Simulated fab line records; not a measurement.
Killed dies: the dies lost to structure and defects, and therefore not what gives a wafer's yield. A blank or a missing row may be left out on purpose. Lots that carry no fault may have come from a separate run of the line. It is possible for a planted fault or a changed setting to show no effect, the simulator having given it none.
Which tool was responsible? + flow berkeleyCmos170 + 42 wafers from 14 lots sampled at 3 of the route's 331 steps

WHAT THE GAUGES SHOWED, per wafer
UCB170_NSD_OVL_MEAS_07.
| lot  | measured     | on         | NSD_OVL (nm) |
|------|--------------|------------|--------------|
| L459 | day 7 11:12  | overlay-02 | -8 -3 -7     |
| L457 | day 7 11:13  | overlay-01 | -8 -1 -5     |
| L460 | day 7 19:36  | overlay-02 | 1 -4 2       |
| L462 | day 8 13:32  | overlay-02 | -4 -1 -6     |
| L461 | day 8 13:49  | overlay-02 | 5 -2 4       |
| L463 | day 9 03:53  | overlay-02 | 8 1 2        |
| L466 | day 9 03:56  | overlay-02 | -8 -7 -11    |
| L464 | day 9 04:02  | overlay-02 | -9 -6 -6     |
| L467 | day 10 11:47 | overlay-01 | -5 -1 -9     |
| L475 | day 11 14:43 | overlay-01 | -4 -5 1      |
| L476 | day 12 01:16 | overlay-01 | 5 -3 9       |
| L479 | day 12 21:55 | overlay-02 | -2 2 -1      |
| L478 | day 12 22:05 | overlay-01 | -5 -4 -7     |
| L480 | day 12 22:08 | overlay-02 | 0 1 1        |

UCB170_M1_THK_MEAS_02: measures by xrf.
| lot  | measured     | on           | M1_AL_THK (nm) |
|------|--------------|--------------|----------------|
| L459 | day 7 18:23  | filmMetro-01 | 602 599 594    |
| L457 | day 7 18:30  | filmMetro-03 | 611 615 612    |
| L460 | day 8 05:48  | filmMetro-02 | 612 612 599    |
| L462 | day 8 20:25  | filmMetro-01 | 596 587 596    |
| L461 | day 8 20:45  | filmMetro-03 | 599 596 596    |
| L463 | day 9 10:53  | filmMetro-03 | 605 607 597    |
| L466 | day 9 12:19  | filmMetro-01 | 609 598 598    |
| L464 | day 9 12:40  | filmMetro-01 | 594 610 614    |
| L467 | day 10 19:23 | filmMetro-01 | 604 585 589    |
| L475 | day 11 22:49 | filmMetro-02 | 614 608 601    |
| L476 | day 12 08:36 | filmMetro-02 | 629 611 618    |
| L479 | day 13 06:17 | filmMetro-02 | 605 601 616    |
| L478 | day 13 05:03 | filmMetro-01 | 598 610 601    |
| L480 | day 13 06:41 | filmMetro-02 | 598 585 609    |

WHAT TOOL EACH LOT RAN ON (gives the tool, then ch and the chambers of the sampled wafers, and finally the start)
| lot  | UCB170_SDANNEAL_RTA_01          |
|------|---------------------------------|
| L459 | rtpAnneal-01 ch 0, day 7 12:31  |
| L457 | rtpAnneal-02 ch 0, day 7 12:41  |
| L460 | rtpAnneal-01 ch 0, day 8 00:11  |
| L462 | rtpAnneal-02 ch 0, day 8 14:56  |
| L461 | rtpAnneal-01 ch 0, day 8 15:10  |
| L463 | rtpAnneal-01 ch 0, day 9 05:13  |
| L466 | rtpAnneal-02 ch 0, day 9 05:16  |
| L464 | rtpAnneal-01 ch 0, day 9 05:25  |
| L467 | rtpAnneal-02 ch 0, day 10 13:11 |
| L475 | rtpAnneal-01 ch 0, day 11 16:27 |
| L476 | rtpAnneal-02 ch 0, day 12 02:49 |
| L479 | rtpAnneal-01 ch 0, day 12 23:36 |
| L478 | rtpAnneal-02 ch 0, day 12 23:34 |
| L480 | rtpAnneal-02 ch 0, day 12 23:51 |
- UCB170_SDANNEAL_RTA_01: time 5 s.

AS READ BY THE TOOLS THEMSELVES (means over the sampled wafers that have a number; for cases with no such wafer, the mark the record gives instead)
UCB170_SDANNEAL_RTA_01.
| lot  | tool         | lampPowerPct (%) | wafer_temp_C_max |
|------|--------------|------------------|------------------|
| L459 | rtpAnneal-01 | 46               | 1053.0           |
| L457 | rtpAnneal-02 | 36               | 1056.6           |
| L460 | rtpAnneal-01 | 46               | 1053.4           |
| L462 | rtpAnneal-02 | 36               | 1055.7           |
| L461 | rtpAnneal-01 | 46               | 1053.1           |
| L463 | rtpAnneal-01 | 46               | 1052.8           |
| L466 | rtpAnneal-02 | 36               | 1055.6           |
| L464 | rtpAnneal-01 | 46               | 1053.2           |
| L467 | rtpAnneal-02 | 36               | 1056.8           |
| L475 | rtpAnneal-01 | 46               | 1053.2           |
| L476 | rtpAnneal-02 | 36               | 1056.1           |
| L479 | rtpAnneal-01 | 46               | 1053.9           |
| L478 | rtpAnneal-02 | 36               | 1056.7           |
| L480 | rtpAnneal-02 | 36               | 1056.2           |

THE ANSWER, worked out from the rows above alone
Rule: what is usual is taken from the lots themselves. The widest of any qualifying gaps counts: lots, ordered by their means at a reading, are off when they make up no more than a third of the lots, leave a main group of 4 or more, and stand apart from it by 3 or more times the standard deviation of that group's means. A main group whose means are all the same, to the digits that the tables above print for the reading, isn't used. A lot without any number at a reading at which 4 lots or more have one is off too. Where the step has rows for the other lots, those lots are counted as sound. After the gauges, taken in route order, come the tools' own readings; for these a lot's mean is taken, as printed above. The first step at which some lot is off is used, and at that step the reading that is off furthest; a lot without a number counts as furthest.
No lot is off at any reading shown: from this, nothing can be told.

WHAT THE SIMULATOR PUT IN
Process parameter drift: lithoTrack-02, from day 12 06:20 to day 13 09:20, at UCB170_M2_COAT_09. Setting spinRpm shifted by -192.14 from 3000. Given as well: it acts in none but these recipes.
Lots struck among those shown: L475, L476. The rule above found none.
